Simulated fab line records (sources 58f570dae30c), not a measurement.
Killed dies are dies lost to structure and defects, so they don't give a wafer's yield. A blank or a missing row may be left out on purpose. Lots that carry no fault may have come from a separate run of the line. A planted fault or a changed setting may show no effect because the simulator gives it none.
Lot-split experiment / flow berkeley cmos170 / 5 lots, 23 wafers read, on a route of 331 steps

## ON THE SPLIT
At UCB170_PWELL_OXIDATION_02 (target thk 26.4 nm, ox time 1260 s), the setting ox time s was moved away from the recipe's 1260 s on 15 of the 23 wafers read, by -5.8% to +13.7%. The other wafers ran this setting at the recipe's value.

The split's own step is where the reading is taken.

## THE READING
SiO2_of_PWELL_OXIDATION_02.thk nm (the simulator's own value, which no gauge read), in nm, at UCB170_PWELL_OXIDATION_02 (target thk 26.4 nm, ox time 1260 s). The file gives no usual value for it. Across the 8 wafers here that went through the recipe, the average is 25.88 nm and the standard deviation 0.72 nm.

wafer=L076.1; tool, chamber at the split=-, -; ox time s as run, s=1347; against the recipe=+6.9%; SiO2_of_PWELL_OXIDATION_02.thk nm, nm=27.05; against lot-mates on the recipe=no lot-mate on the recipe
wafer=L076.2; tool, chamber at the split=-, -; ox time s as run, s=1347; against the recipe=+6.9%; SiO2_of_PWELL_OXIDATION_02.thk nm, nm=27.09; against lot-mates on the recipe=no lot-mate on the recipe
wafer=L076.4; tool, chamber at the split=-, -; ox time s as run, s=1347; against the recipe=+6.9%; SiO2_of_PWELL_OXIDATION_02.thk nm, nm=27.48; against lot-mates on the recipe=no lot-mate on the recipe
wafer=L076.5; tool, chamber at the split=-, -; ox time s as run, s=1347; against the recipe=+6.9%; SiO2_of_PWELL_OXIDATION_02.thk nm, nm=27.18; against lot-mates on the recipe=no lot-mate on the recipe
wafer=L076.6; tool, chamber at the split=-, -; ox time s as run, s=1347; against the recipe=+6.9%; SiO2_of_PWELL_OXIDATION_02.thk nm, nm=27.11; against lot-mates on the recipe=no lot-mate on the recipe
wafer=L078.2; tool, chamber at the split=furnace-04, 0; ox time s as run, s=1260; against the recipe=recipe; SiO2_of_PWELL_OXIDATION_02.thk nm, nm=26.71; against lot-mates on the recipe=-
wafer=L078.3; tool, chamber at the split=furnace-04, 0; ox time s as run, s=1260; against the recipe=recipe; SiO2_of_PWELL_OXIDATION_02.thk nm, nm=27.02; against lot-mates on the recipe=-
wafer=L078.6; tool, chamber at the split=furnace-04, 0; ox time s as run, s=1260; against the recipe=recipe; SiO2_of_PWELL_OXIDATION_02.thk nm, nm=26.62; against lot-mates on the recipe=-
wafer=L081.1; tool, chamber at the split=-, -; ox time s as run, s=1260; against the recipe=recipe; SiO2_of_PWELL_OXIDATION_02.thk nm, nm=25.59; against lot-mates on the recipe=-
wafer=L081.2; tool, chamber at the split=-, -; ox time s as run, s=1260; against the recipe=recipe; SiO2_of_PWELL_OXIDATION_02.thk nm, nm=25.27; against lot-mates on the recipe=-
wafer=L081.3; tool, chamber at the split=-, -; ox time s as run, s=1260; against the recipe=recipe; SiO2_of_PWELL_OXIDATION_02.thk nm, nm=25.13; against lot-mates on the recipe=-
wafer=L081.5; tool, chamber at the split=-, -; ox time s as run, s=1260; against the recipe=recipe; SiO2_of_PWELL_OXIDATION_02.thk nm, nm=25.43; against lot-mates on the recipe=-
wafer=L081.6; tool, chamber at the split=-, -; ox time s as run, s=1260; against the recipe=recipe; SiO2_of_PWELL_OXIDATION_02.thk nm, nm=25.29; against lot-mates on the recipe=-
wafer=L082.1; tool, chamber at the split=-, -; ox time s as run, s=1433; against the recipe=+13.7%; SiO2_of_PWELL_OXIDATION_02.thk nm, nm=28.41; against lot-mates on the recipe=no lot-mate on the recipe
wafer=L082.2; tool, chamber at the split=-, -; ox time s as run, s=1433; against the recipe=+13.7%; SiO2_of_PWELL_OXIDATION_02.thk nm, nm=27.94; against lot-mates on the recipe=no lot-mate on the recipe
wafer=L082.3; tool, chamber at the split=-, -; ox time s as run, s=1433; against the recipe=+13.7%; SiO2_of_PWELL_OXIDATION_02.thk nm, nm=28.36; against lot-mates on the recipe=no lot-mate on the recipe
wafer=L082.4; tool, chamber at the split=-, -; ox time s as run, s=1433; against the recipe=+13.7%; SiO2_of_PWELL_OXIDATION_02.thk nm, nm=28.16; against lot-mates on the recipe=no lot-mate on the recipe
wafer=L082.6; tool, chamber at the split=-, -; ox time s as run, s=1433; against the recipe=+13.7%; SiO2_of_PWELL_OXIDATION_02.thk nm, nm=28.11; against lot-mates on the recipe=no lot-mate on the recipe
wafer=L084.1; tool, chamber at the split=-, -; ox time s as run, s=1187; against the recipe=-5.8%; SiO2_of_PWELL_OXIDATION_02.thk nm, nm=25.24; against lot-mates on the recipe=no lot-mate on the recipe
wafer=L084.2; tool, chamber at the split=-, -; ox time s as run, s=1187; against the recipe=-5.8%; SiO2_of_PWELL_OXIDATION_02.thk nm, nm=25.59; against lot-mates on the recipe=no lot-mate on the recipe
wafer=L084.3; tool, chamber at the split=-, -; ox time s as run, s=1187; against the recipe=-5.8%; SiO2_of_PWELL_OXIDATION_02.thk nm, nm=25.78; against lot-mates on the recipe=no lot-mate on the recipe
wafer=L084.4; tool, chamber at the split=-, -; ox time s as run, s=1187; against the recipe=-5.8%; SiO2_of_PWELL_OXIDATION_02.thk nm, nm=25.22; against lot-mates on the recipe=no lot-mate on the recipe
wafer=L084.5; tool, chamber at the split=-, -; ox time s as run, s=1187; against the recipe=-5.8%; SiO2_of_PWELL_OXIDATION_02.thk nm, nm=25.51; against lot-mates on the recipe=no lot-mate on the recipe

THE FIT
A straight line over all 23 wafers: SiO2_of_PWELL_OXIDATION_02.thk nm changes by +0.148 nm for each +1% of ox time s; r = +0.91; the points scatter about the line by 0.5 nm.
Too few moved wafers with a lot-mate on the recipe to fit a line net of each lot's own level.

## THE FILE'S OWN FIT
SiO2_of_PWELL_OXIDATION_02.thk nm changes by +0.148 nm for each +1% of ox time s, r = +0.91.
